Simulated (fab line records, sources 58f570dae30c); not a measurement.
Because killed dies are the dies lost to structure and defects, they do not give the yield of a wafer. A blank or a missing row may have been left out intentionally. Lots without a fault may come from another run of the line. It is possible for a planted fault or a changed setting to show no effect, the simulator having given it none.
The tool behind it: which one? | flow berkeley-cmos170 | Sampling: 14 lots, 42 wafers, 3 of 331 route steps

== WHAT THE GAUGES SHOWED, per wafer ==
UCB170_PLDD_CD_MEAS_06 targets a cd of 1200 nm. Usual: cd-nm reads 1199.8 nm (standard deviation 1.5).
lot  | measured     | on        | cd-nm (nm)           | flag
L433 | day 7 00:40  | cd-sem-02 | 1197.0 1200.0 1198.6 |
L434 | day 7 22:03  | cd-sem-02 | 1200.6 1202.0 1200.0 |
L437 | day 8 17:43  | cd-sem-02 | 1202.5 1202.6 1203.1 |
L438 | day 8 18:25  | cd-sem-01 | 1200.6 1201.0 1199.4 |
L449 | day 10 18:42 | cd-sem-01 | 1200.6 1201.7 1200.2 |
L450 | day 11 13:41 | cd-sem-01 | 1200.0 1199.2 1199.9 |
L451 | day 11 14:27 | cd-sem-01 | 1199.0 1199.6 1197.7 |
L452 | day 11 14:19 | cd-sem-01 | 1200.5 1200.2 1200.7 |
L453 | day 11 14:02 | cd-sem-01 | 1200.0 1199.8 1199.9 |
L454 | day 11 16:51 | cd-sem-02 | 1198.2 1199.3 1200.6 |
L455 | day 11 17:08 | cd-sem-01 | 1200.7 1200.3 1200.6 |
L456 | day 11 17:28 | cd-sem-01 | 1197.6 1196.7 1197.7 |

UCB170_SPACER_THK_MEAS_01. Usual: SPACER_TEOS_THK 376 nm, standard deviation 5.6.
lot  | measured     | on            | SPACER_TEOS_THK (nm) | flag
L433 | day 7 03:28  | film-metro-01 | 362 366 366          |
L434 | day 8 00:31  | film-metro-02 | 372 373 372          |
L437 | day 8 20:19  | film-metro-01 | 375 376 380          |
L438 | day 8 21:12  | film-metro-04 | 368 371 380          |
L449 | day 10 21:25 | film-metro-04 | 365 380 375          |
L450 | day 11 19:09 | film-metro-04 | 369 377 377          |
L451 | day 11 20:42 | film-metro-02 | 370 378 375          |
L452 | day 11 19:44 | film-metro-01 | 372 366 373          |
L453 | day 11 20:02 | film-metro-04 | 377 382 388          |
L454 | day 11 21:27 | film-metro-01 | 369 368 377          |
L455 | day 11 21:28 | film-metro-02 | 383 385 389          |
L456 | day 12 02:53 | film-metro-04 | 368 374 379          |

== TOOL THAT RAN EACH LOT (tool first, then ch and the chambers of the sampled wafers, then the start) ==
lot  | UCB170_SCREENOX_OXIDATION_01
L433 | furnace-01 ch 0, day 5 17:50
L434 | furnace-01 ch 0, day 6 15:19
L437 | furnace-04 ch 0, day 7 05:03
L438 | furnace-04 ch 0, day 7 05:03
L445 | furnace-04, day 9 02:19
L446 | furnace-04, day 9 02:19
L449 | furnace-02 ch 0, day 9 16:48
L450 | furnace-02 ch 0, day 10 09:00
L451 | furnace-02 ch 0, day 10 09:00
L452 | furnace-02 ch 0, day 10 09:00
L453 | furnace-02 ch 0, day 10 09:00
L454 | furnace-02 ch 0, day 10 16:46
L455 | furnace-02 ch 0, day 10 16:46
L456 | furnace-02 ch 0, day 10 16:46
- UCB170_SCREENOX_OXIDATION_01: target thk 14.4 nm, ox time 2400 s.

== WHAT THE TOOLS THEMSELVES READ (means of the sampled wafers that have a number; where no wafer has one, the mark that the record gives instead) ==
UCB170_SCREENOX_OXIDATION_01. Usual: ox-temp-c 900.1 C, standard deviation 0.42; ox-temp-c-max 903.7, standard deviation 1.3; spike-tc-centre-C 901.6 C, standard deviation 1.3; zone-power-load-pct 26.9 %, standard deviation 1.5.
lot  | tool       | ox-temp-c (C) | ox-temp-c-max | spike-tc-centre-C (C) | zone-power-load-pct (%) | flag
L433 | furnace-01 | 899.9         | 905.0         | 901.3                 | 28.0                    |
L434 | furnace-01 | 900.4         | 906.2         | 900.4                 | 27.9                    |
L437 | furnace-04 | 900.1         | 902.7         | 901.4                 | 28.1                    |
L438 | furnace-04 | 900.0         | 902.7         | 903.2                 | 28.1                    |
L445 | furnace-04 | -             | -             | -                     | -                       | OFF
L446 | furnace-04 | -             | -             | -                     | -                       | OFF
L449 | furnace-02 | 899.6         | 903.5         | 900.9                 | 25.2                    |
L450 | furnace-02 | 900.1         | 903.8         | 901.3                 | 25.1                    |
L451 | furnace-02 | 899.8         | 904.1         | 900.9                 | 25.0                    |
L452 | furnace-02 | 900.2         | 903.9         | 900.9                 | 24.9                    |
L453 | furnace-02 | 899.4         | 903.4         | 900.9                 | 25.0                    |
L454 | furnace-02 | 899.6         | 903.3         | 901.0                 | 25.1                    |
L455 | furnace-02 | 899.8         | 903.6         | 901.2                 | 25.2                    |
L456 | furnace-02 | 900.3         | 905.3         | 900.7                 | 25.1                    |

== THE ANSWER, worked out from the rows above alone ==
Rule: take the mean of a lot's wafers that have a number; if it is more than 3 standard deviations from the usual mean, the lot is off. Also off: a lot with no number at a reading for which 4 or more lots have one. The other lots that the step has rows for count as sound. First the gauges in route order, then the tools' own readings, where a lot's mean is used as printed above. At the first step where some lot is off, the reading lying furthest off is the one used; lots without a number count as furthest.
Off: L445, L446, at UCB170_SCREENOX_OXIDATION_01 (ox-temp-c). Without a number there: L445, L446.
A tool fits if, at that step or a process step before it, it ran every lot that is off, and no sound lot after the first of them. One fits: UCB170_SCREENOX_OXIDATION_01 on furnace-04. A fault onset in the window from L437 (day 7 05:03, its last sound lot) to L445 (day 9 02:19, its first lot off) fits.
Blank at UCB170_SCREENOX_OXIDATION_01 on the lots that are off, where sound lots have numbers: ox-temp-c, ox-temp-c-max, spike-tc-centre-C, zone-power-load-pct.

== WHAT THE SIMULATOR PUT IN ==
Step skipped in full: furnace-04, at UCB170_SCREENOX_OXIDATION_01, from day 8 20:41 onward. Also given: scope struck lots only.
Lots struck among those shown: L445, L446. The rule given above showed the same thing.
